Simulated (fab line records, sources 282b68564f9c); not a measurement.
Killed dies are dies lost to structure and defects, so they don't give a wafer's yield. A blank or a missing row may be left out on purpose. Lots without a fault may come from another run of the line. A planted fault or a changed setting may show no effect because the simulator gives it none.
Which tool did it? | flow rit_cmos | 14 lots, 41 wafers sampled, at 2 steps of a route of 202

WHAT THE GAUGES READ, wafer by wafer
The record holds no reading of a measuring or inspecting step that can be judged against a usual standard deviation.

WHICH TOOL RAN EACH LOT (tool, then ch and the chambers of the sampled wafers, then the start)
lot  | RIT_SILICIDE_RTA_04             | RIT_M1_PROBE_99
L455 | rtp_anneal-01 ch 0, day 3 04:37 | -
L456 | rtp_anneal-02 ch 0, day 3 14:19 | -
L457 | rtp_anneal-01 ch 0, day 3 16:52 | prober-01, day 3 23:31
L458 | rtp_anneal-02 ch 0, day 3 20:27 | -
L459 | rtp_anneal-01 ch 0, day 4 03:46 | -
L460 | rtp_anneal-02 ch 0, day 4 13:08 | -
L461 | rtp_anneal-01 ch 0, day 4 15:19 | -
L462 | rtp_anneal-02 ch 0, day 4 18:18 | prober-02, day 5 00:55
L463 | rtp_anneal-01 ch 0, day 5 01:42 | -
L464 | rtp_anneal-02 ch 0, day 5 05:57 | -
L468 | rtp_anneal-01 ch 0, day 6 09:29 | prober-02, day 6 15:57
L469 | rtp_anneal-01 ch 0, day 6 10:07 | prober-01, day 6 17:24
L472 | rtp_anneal-02 ch 0, day 7 15:48 | -
L476 | rtp_anneal-02 ch 0, day 8 09:29 | -
- RIT_SILICIDE_RTA_04: time 10 s, ramp up 5 s, ramp down 5 s.
- RIT_M1_PROBE_99

WHAT THE TOOLS THEMSELVES READ (means of the sampled wafers that have a number; where no wafer has one, the mark that the record gives instead)
RIT_SILICIDE_RTA_04.
lot  | tool          | wafer_temp_C_max
L455 | rtp_anneal-01 | 652.3
L456 | rtp_anneal-02 | 653.7
L457 | rtp_anneal-01 | 652.8
L458 | rtp_anneal-02 | 653.6
L459 | rtp_anneal-01 | 652.3
L460 | rtp_anneal-02 | 654.0
L461 | rtp_anneal-01 | 653.0
L462 | rtp_anneal-02 | 654.1
L463 | rtp_anneal-01 | 652.5
L464 | rtp_anneal-02 | 653.2
L468 | rtp_anneal-01 | 657.3
L469 | rtp_anneal-01 | 656.8
L472 | rtp_anneal-02 | 654.1
L476 | rtp_anneal-02 | 654.2

RIT_M1_PROBE_99.
lot  | tool      | killed_at_M0_to_M3 | killed_at_contacts | killed_at_front_end | killed_dies | killed_open | killed_short
L457 | prober-01 | 0.0                | 0.0                | 7                   | 7           | 3.0         | 4.0
L462 | prober-02 | 0.0                | 0.0                | 11                  | 11          | 6.0         | 5.0
L468 | prober-02 | 0.0                | 0.0                | 12                  | 12          | 10.0        | 1.5
L469 | prober-01 | 0.0                | 0.0                | 8                   | 8           | 5.3         | 2.7

THE ANSWER, worked out from the rows above alone
Rule: what is usual is taken from the lots themselves. Put in order of their means at a reading, lots are off if they are a third of the lots or fewer, leave a main group of 4 or more, and stand apart from it by a gap of 3 or more times the standard deviation of the main group's means; of several such gaps the widest counts. A main group whose means are all the same, to the digits that the tables above print for the reading, isn't used. A lot without any number at a reading at which 4 lots or more have one is off too. The other lots that the step has rows for count as sound. The gauges are gone through in route order, then the tools' own readings, and for those a lot's mean is taken as printed above. The first step at which some lot is off is used, and at that step the reading that is off furthest; a lot without a number counts as furthest.
Off: L468, L469, at RIT_SILICIDE_RTA_04 (wafer_temp_C_max). The main group: mean 653.3, standard deviation 0.7.
A tool fits if, at that step or a process step before it, it ran every lot that is off, and no sound lot after the first of them. One fits: rtp_anneal-01 at RIT_SILICIDE_RTA_04. Its last sound lot is L463 (day 5 01:42), its first lot that is off L468 (day 6 09:29): a fault that began between those two fits.
The tool's own readings at RIT_SILICIDE_RTA_04 bear it out: on the lots that are off they differ by more than 5 times the standard deviation of the sound lots' means. wafer_temp_C_max reads 657.0 there against 653.3 on the sound lots.

WHAT THE SIMULATOR HAD PUT IN
Process parameter drift: rtp_anneal-01, from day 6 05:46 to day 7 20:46, at RIT_SILICIDE_RTA_04. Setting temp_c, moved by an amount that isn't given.
Lots struck among those shown: L468, L469. The rule above found the same.
